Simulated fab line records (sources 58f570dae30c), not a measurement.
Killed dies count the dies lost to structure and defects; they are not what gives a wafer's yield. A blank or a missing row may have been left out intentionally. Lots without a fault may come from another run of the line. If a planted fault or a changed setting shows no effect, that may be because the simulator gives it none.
The tool behind it: which one? ; flow berkeleyCmos170 ; 6 lots (18 wafers sampled), 1 step of a 331-step route

## WHAT THE GAUGES SHOWED, per wafer
UCB170_M1_OVL_MEAS_10.
lot;measured;on;M1_OVL (nm)
L536;day 8 21:14;overlay-02;-8 -1 -7
L543;day 10 07:50;overlay-02;0 -8 -7
L548;day 11 08:57;overlay-02;-3 1 3
L549;day 11 16:04;overlay-01;-9 -5 -4
L557;day 12 20:08;overlay-01;-2 0 1
L554;day 12 21:08;overlay-02;-10 -9 -10

## TOOL THAT RAN EACH LOT (tool first, then ch and the chambers of the sampled wafers, then the start)
No process step before these readings appears in the record.

## THE ANSWER, worked out from the rows above alone
Rule: the usual values come from the lots themselves. Put in order of their means at a reading, lots are off if they are a third of the lots or fewer, leave a main group of 4 or more, and stand apart from it by a gap of 3 or more times the standard deviation of the main group's means; of several such gaps the widest counts. A main group whose means are all the same, to the digits that the tables above print for the reading, isn't used. A lot without any number at a reading at which 4 lots or more have one is off too. The other lots that the step has rows for count as sound.
No lot is off on any of the readings shown, so nothing can be concluded from this.

## WHAT THE SIMULATOR HAD INSERTED
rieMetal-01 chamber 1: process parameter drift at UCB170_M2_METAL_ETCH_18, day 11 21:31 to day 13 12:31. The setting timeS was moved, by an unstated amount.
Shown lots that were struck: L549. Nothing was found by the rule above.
